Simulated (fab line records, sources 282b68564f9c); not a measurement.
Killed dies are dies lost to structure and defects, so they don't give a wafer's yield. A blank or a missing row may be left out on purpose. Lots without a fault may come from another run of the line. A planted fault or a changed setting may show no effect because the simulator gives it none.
Which tool did it? | flow rit_cmos | 6 lots, 18 wafers sampled, at 2 steps of a route of 202

WHAT THE GAUGES READ, wafer by wafer
RIT_GATE_THK_MEAS_09.
lot  | measured    | on            | GATE_POLY_THK (nm)
L208 | day 2 22:41 | film_metro-04 | 252.0 252.7 253.1
L211 | day 3 14:11 | film_metro-03 | 253.6 254.2 253.9
L215 | day 4 12:13 | film_metro-03 | 249.0 249.9 250.3
L219 | day 5 07:07 | film_metro-03 | 248.2 248.6 249.7
L223 | day 6 02:11 | film_metro-03 | 193.7 192.9 193.8
L228 | day 7 09:41 | film_metro-03 | 247.6 249.2 247.4

WHICH TOOL RAN EACH LOT (tool, then ch and the chambers of the sampled wafers, then the start)
lot  | RIT_GATE_CVD_08
L208 | lpcvd-02 ch 1, day 2 21:04
L211 | lpcvd-02 ch 1, day 3 12:34
L215 | lpcvd-02 ch 1, day 4 09:47
L219 | lpcvd-01 ch 1, day 5 05:29
L223 | lpcvd-02 ch 1, day 6 00:34
L228 | lpcvd-01 ch 1, day 7 08:04
- RIT_GATE_CVD_08: deposits poly-Si from SiH4, target thk 250 nm, time 2220 s.

THE ANSWER, worked out from the rows above alone
Rule: what is usual is taken from the lots themselves. Put in order of their means at a reading, lots are off if they are a third of the lots or fewer, leave a main group of 4 or more, and stand apart from it by a gap of 3 or more times the standard deviation of the main group's means; of several such gaps the widest counts. A main group whose means are all the same, to the digits that the tables above print for the reading, isn't used. A lot without any number at a reading at which 4 lots or more have one is off too. The other lots that the step has rows for count as sound.
Off: L223, at RIT_GATE_THK_MEAS_09 (GATE_POLY_THK). The main group: mean 250.6 nm, standard deviation 2.2.
A tool fits if, at a process step before that reading, it ran every lot that is off, and no sound lot after the first of them. The gauges at RIT_GATE_THK_MEAS_09 are tried like those tools. One fits: lpcvd-02 at RIT_GATE_CVD_08. Its last sound lot is L215 (day 4 09:47), its first lot that is off L223 (day 6 00:34): a fault that began between those two fits.

WHAT THE SIMULATOR HAD PUT IN
Process parameter drift: lpcvd-02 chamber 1, from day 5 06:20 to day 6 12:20, at RIT_GATE_CVD_08. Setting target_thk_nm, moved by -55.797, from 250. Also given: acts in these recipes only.
Lots struck among those shown: L223. The rule above found the same.
